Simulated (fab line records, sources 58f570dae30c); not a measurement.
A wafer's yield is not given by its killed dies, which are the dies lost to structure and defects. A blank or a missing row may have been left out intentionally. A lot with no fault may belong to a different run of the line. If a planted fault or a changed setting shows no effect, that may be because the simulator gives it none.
Struck lot and sound lot, side by side / flow berkeley_cmos170 / 26 out of 331 route steps
Sound: wafers L740.1, L740.3, L740.5. Struck: wafer L728.1. (L728.4, L728.5 of the same lot were not struck and are left out.) The cause comes at the end.
Per side, at each step with rows, come the tool, then ch with its chambers, and then its first start. Under that, the readings that differ: sound wafers / struck wafers / difference of the means / sigmas: that difference in standard deviations of wafers without a fault.
alike: a reading whose means differ by less than 2 such deviations, as well as words and numbers matching on both sides. not compared: withheld readings; readings where some wafer has no value; bounds like >300 that might hide an equal value; numbers whose values overlap and for which the record gives no deviation.
Wherever a step has rows on one side only, a row that says differs or no value, or a row with sigmas, the two part there. Numbers that don't overlap but have no deviation are shown without sigmas and don't part them. A reading that every wafer of one side lacks parts them only if that side has two wafers or more.

first, 3 steps without rows for these wafers: UCB170_M1_EXPOSE_06 (exposes mask METAL1, target cd 700 nm); UCB170_M1_PEB_07; UCB170_M1_DEVELOP_08 (develop time 45 s).
UCB170_M1_CD_MEAS_09 targets a cd of 700 nm.
  struck on cd_sem-02, day 7 22:29; sound on cd_sem-01, day 11 06:21
  alike: cd_nm
UCB170_M1_OVL_MEAS_10:
  struck on overlay-01, day 7 22:37; sound on overlay-02, day 11 06:28
  alike: M1_OVL
UCB170_M1_ETCH_11: etches BARC in N2/H2.
  sound on rie_diel-02 ch 1,3, day 11 06:30; struck on rie_diel-03 ch 2, day 7 22:39
  alike: bias_w, drypump_motor_current_A, oes_product_au, throttle_valve_pct
UCB170_M1_METAL_ETCH_12: etches Al in Cl2/BCl3, stops on PSG, target depth 780 nm, time 130 s.
  sound on rie_metal-02 ch 0,1, day 11 06:33; struck on rie_metal-03 ch 1, day 7 22:41
  alike: bcl3_flow_sccm, bias_w, drypump_motor_current_A, oes_product_au, throttle_valve_pct
  not compared: rf_hours_counter_h
UCB170_M1_STRIP_13: strips in O2.
  sound on plasma_asher-04 ch 0, day 11 06:41; struck on plasma_asher-03 ch 0, day 7 22:49
reading=drypump_motor_current_A (A); sound=6.2 6.2 6.2; struck=5.2; difference=-1.0; sigmas=-2
  alike: oes_product_au
  not compared: rf_hours_counter_h
UCB170_M1_CD_MEAS_90 targets a cd of 700 nm.
  struck on cd_sem-02, day 7 23:01; sound on cd_sem-01, day 11 06:47
  alike: cd_nm
then, 1 step without rows for these wafers: UCB170_M1_ANNEAL_14 (time 1200 s).
UCB170_V1_CVD_00: deposits SiO2 from TEOS/O2, target thk 2000 nm, time 250 s.
  sound on pecvd-03 ch 0,1, day 11 08:20; struck on pecvd-02 ch 0, day 8 03:02
  alike: heater_power_w
UCB170_V1_THK_MEAS_01:
  struck on film_metro-04, day 8 03:13; sound on film_metro-01, day 11 08:30
  alike: V1_TEOS_THK
UCB170_V1_CMP_02: polishes SiO2.
  sound on cmp-02 ch 0,2, day 11 08:34; struck on cmp-01 ch 0, day 8 03:22
reading=model.SiO2_of_V1_CVD_00.thk_nm (nm); sound=1000 1001 1000; struck=1343; difference=+343; sigmas=
  alike: motor_current_A, slurry_filter_dp_kPa
UCB170_V1_BOW_MEAS_03:
  struck on film_metro-01, day 8 03:34; sound on film_metro-04, day 11 08:52
reading=V1_BOW (um); sound=16 13 15; struck=33; difference=+18; sigmas=+3
UCB170_V1_THK_MEAS_04:
  struck on film_metro-01, day 8 03:41; sound on film_metro-04, day 11 08:59
reading=V1_POLISHED_THK (nm); sound=999.9 999.8 1000.2; struck=1343.7; difference=+343.7; sigmas=+99 or more
then, 7 steps without rows for these wafers: UCB170_V1_CLEAN_05 (cleans in DIW); UCB170_V1_HMDS_06 (prime time 60 s); UCB170_V1_COAT_07 (resist thk 900 nm); UCB170_V1_SOFTBAKE_08 (time 60 s); UCB170_V1_EXPOSE_09 (exposes mask VIA1, target cd 700 nm); UCB170_V1_PEB_10; UCB170_V1_DEVELOP_11 (develop time 47.2 s).
UCB170_V1_CD_MEAS_12 targets a cd of 700 nm.
  struck on cd_sem-02, day 8 05:49; sound on cd_sem-01, day 11 10:54
  alike: cd_nm
UCB170_V1_OVL_MEAS_13:
  struck on overlay-02, day 8 05:56; sound on overlay-01, day 11 11:01
  alike: V1_OVL
UCB170_V1_ETCH_14: etches SiO2 in CHF3/CF4/Ar, stops on Al, target depth 1250 nm, time 291 s.
  sound on rie_diel-02 ch 0,1,2, day 11 11:03; struck on rie_diel-03 ch 2, day 8 05:58
reading=oes_product_au (a.u.); sound=0.880 0.871 0.878; struck=0.993; difference=+0.117; sigmas=+9
reading=model.etch.depth_nm (nm); sound=1000 1001 1000; struck=1229; difference=+229; sigmas=
reading=model.V1.feature_depth_nm (nm); sound=1000 1001 1000; struck=1229; difference=+229; sigmas=
  alike: drypump_motor_current_A, throttle_valve_pct
  not compared: rf_hours_counter_h
UCB170_V1_STRIP_15: strips in O2.
  sound on plasma_asher-04 ch 0,1, day 11 11:14; struck on plasma_asher-02 ch 1, day 8 06:08
reading=drypump_motor_current_A (A); sound=6.3 6.3 6.3; struck=4.9; difference=-1.4; sigmas=-2
  alike: oes_product_au, strip_time_to_endpoint_s
  not compared: rf_hours_counter_h

## WHERE THEY PART
Last at UCB170_V1_STRIP_15 as far as this record goes, first at UCB170_M1_STRIP_13.

WHY: the cause the simulator had injected
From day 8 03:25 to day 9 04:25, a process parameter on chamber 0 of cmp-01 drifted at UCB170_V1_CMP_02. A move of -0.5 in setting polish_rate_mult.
